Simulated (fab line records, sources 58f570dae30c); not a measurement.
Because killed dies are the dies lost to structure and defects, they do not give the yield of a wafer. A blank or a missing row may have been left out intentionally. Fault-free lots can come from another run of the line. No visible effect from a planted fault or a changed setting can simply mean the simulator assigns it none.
Which of the tools did it?	flow berkeleyCmos170	14 lots with 42 wafers sampled at 4 steps, on a route of 331 steps

## WHAT EACH GAUGE READ, for each wafer
UCB170_ACTIVE_THK_MEAS_03.
lot	measured	on	ACTIVE_OXIDE_THK (nm)
L891	day 5 09:03	filmMetro-01	25.8 26.0 26.5
L893	day 5 15:48	filmMetro-04	27.0 26.7 26.9
L896	day 5 15:48	filmMetro-01	25.8 25.9 25.4
L895	day 5 15:52	filmMetro-01	26.2 26.2 26.4
L898	day 6 10:06	filmMetro-04	27.0 26.7 27.0
L897	day 6 10:07	filmMetro-02	25.9 26.2 25.6
L902	day 6 21:13	filmMetro-04	25.9 26.2 26.2
L900	day 6 21:14	filmMetro-01	26.6 26.7 26.5
L901	day 6 23:53	filmMetro-04	26.7 26.7 26.7
L899	day 6 23:53	filmMetro-01	26.8 26.5 26.7
L904	day 6 23:57	filmMetro-02	26.5 26.3 25.9
L905	day 7 08:56	filmMetro-04	26.2 26.4 26.6
L908	day 7 20:20	filmMetro-01	26.4 26.2 26.0
L911	day 8 19:25	filmMetro-02	26.5 26.8 26.7

UCB170_NLDD_OVL_MEAS_07.
lot	measured	on	NLDD_OVL (nm)
L891	day 7 23:54	overlay-02	8 -2 1
L893	day 8 10:53	overlay-02	-3 1 -6
L896	day 8 11:25	overlay-02	-2 4 2
L895	day 8 10:10	overlay-01	-1 4 6
L898	day 9 11:53	overlay-02	-1 3 5
L897	day 9 12:11	overlay-01	2 3 0
L902	day 10 04:37	overlay-01	1 5 6
L900	day 10 04:16	overlay-01	-8 -10 -4
L901	day 10 04:32	overlay-01	6 -3 3
L899	day 10 04:46	overlay-01	-8
L904	day 10 04:53	overlay-01	3 5 3
L905	day 10 14:39	overlay-01	-1 -12 -10
L908	day 11 10:35	overlay-02	-5 3 -9
L911	day 12 00:16	overlay-01	-8 -8 -3

UCB170_M1_CD_MEAS_90 targets a cd of 700 nm.
lot	measured	on	cdNm (nm)
L891	day 8 21:04	cdSem-02	699.8 699.9 695.6
L893	day 9 06:06	cdSem-02	696.2 697.6 702.0
L896	day 9 05:47	cdSem-02	700.8 701.6 701.1
L895	day 9 07:08	cdSem-02	700.5 702.3 698.1
L898	day 10 13:52	cdSem-02	705.2 706.6 703.9
L897	day 10 14:11	cdSem-02	702.9 705.6 699.3
L902	day 10 23:48	cdSem-01	699.4 699.7 698.0
L900	day 10 22:22	cdSem-02	698.3 698.8 704.4
L901	day 11 00:24	cdSem-02	703.1 699.8 699.3
L899	day 11 00:34	cdSem-01	704.8
L904	day 11 01:42	cdSem-01	699.5 700.5 702.2
L905	day 11 15:16	cdSem-02	698.3 699.1 696.6
L908	day 12 06:50	cdSem-02	696.6 699.5 699.6
L911	day 12 20:36	cdSem-01	699.1 699.7 699.7

## TOOL THAT RAN EACH LOT (tool first, then ch and the chambers of the sampled wafers, then the start)
lot	UCB170_GATE_ETCH_15
L891	rieSi-02 ch 0,1,2, day 7 20:24
L893	rieSi-01 ch 0,2, day 8 05:26
L896	rieSi-02 ch 1,2,3, day 8 05:37
L895	rieSi-01 ch 0,2,3, day 8 05:09
L898	rieSi-01 ch 0,2,3, day 9 08:43
L897	rieSi-02 ch 0,1, day 9 08:47
L902	rieSi-01 ch 0,1,2, day 9 23:26
L900	rieSi-02 ch 1,2,3, day 9 23:19
L901	rieSi-02 ch 0,1,3, day 9 23:35
L899	rieSi-01 ch 2,3, day 9 23:40
L904	rieSi-02 ch 1,2, day 9 23:47
L905	rieSi-01 ch 0,2,3, day 10 09:00
L908	rieSi-02 ch 0,3, day 11 04:35
L911	rieSi-02 ch 0,1,3, day 11 19:20
- UCB170_GATE_ETCH_15: etches poly-Si in HBr/Cl2, stops on SiO2, time 56.3 s, target depth 278.2 nm.

## AS READ BY THE TOOLS THEMSELVES (means over the sampled wafers that have a number; for cases with no such wafer, the mark the record gives instead)
UCB170_GATE_ETCH_15.
lot	tool	biasW (W)	drypumpMotorCurrentA (A)	oesProductAu (a.u.)	rfFwdPowerW (W)	runLengthS (s)	throttleValvePct (%)
L891	rieSi-02	150.2	5.8	0.839	297.2	84.0	26.1
L893	rieSi-01	150.5	5.7	0.812	297.5	84.1	26.9
L896	rieSi-02	149.7	5.7	0.835	296.8	84.3	26.2
L895	rieSi-01	149.8	6.0	0.820	298.3	84.4	26.8
L898	rieSi-01	150.0	6.0	0.819	297.8	84.6	26.8
L897	rieSi-02	150.2	6.3	0.836	297.4	84.0	26.1
L902	rieSi-01	150.1	5.5	0.811	298.0	84.4	26.6
L900	rieSi-02	149.9	5.7	0.833	297.6	84.1	26.2
L901	rieSi-02	150.4	6.0	0.836	297.1	84.1	26.2
L899	rieSi-01	151.1	6.2	0.948	297.8	70.0	26.7
L904	rieSi-02	149.8	5.6	0.835	296.5	84.2	26.2
L905	rieSi-01	149.4	6.0	0.871	297.2	76.8	26.8
L908	rieSi-02	150.3	5.7	0.834	296.8	84.0	26.2
L911	rieSi-02	150.1	6.0	0.833	296.8	84.1	26.1

## THE ANSWER, worked out from the rows above alone
Rule: what is usual is taken from the lots themselves. The widest of any qualifying gaps counts: lots, ordered by their means at a reading, are off when they make up no more than a third of the lots, leave a main group of 4 or more, and stand apart from it by 3 or more times the standard deviation of that group's means. A main group whose means are all the same, to the digits that the tables above print for the reading, isn't used. A lot without any number at a reading at which 4 lots or more have one is off too. All remaining lots with rows at the step are treated as sound. First the gauges in route order, then the tools' own readings, where a lot's mean is used as printed above. The first step at which some lot is off is used, and at that step the reading that is off furthest; a lot without a number counts as furthest.
Off: L899, L905 (UCB170_GATE_ETCH_15, runLengthS). The main group: mean 84.2 s, standard deviation 0.18.
If a tool, at that step or one of the process steps before it, ran each lot that is off and ran no sound lot following the first of them, it fits. One candidate fits, namely rieSi-01 at UCB170_GATE_ETCH_15. Its last sound lot is L902 (day 9 23:26), its first lot that is off L899 (day 9 23:40): a fault that began between those two fits.
The tool's own readings at UCB170_GATE_ETCH_15 bear it out: on the lots that are off they differ by more than 5 times the standard deviation of the sound lots' means. oesProductAu reads 0.909 a.u. there against 0.829 a.u. on the sound lots; runLengthS reads 73.4 s there against 84.2 s on the sound lots.

## WHAT THE SIMULATOR HAD INSERTED
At UCB170_GATE_ETCH_15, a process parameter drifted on rieSi-01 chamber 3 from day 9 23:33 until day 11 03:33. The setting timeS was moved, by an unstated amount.
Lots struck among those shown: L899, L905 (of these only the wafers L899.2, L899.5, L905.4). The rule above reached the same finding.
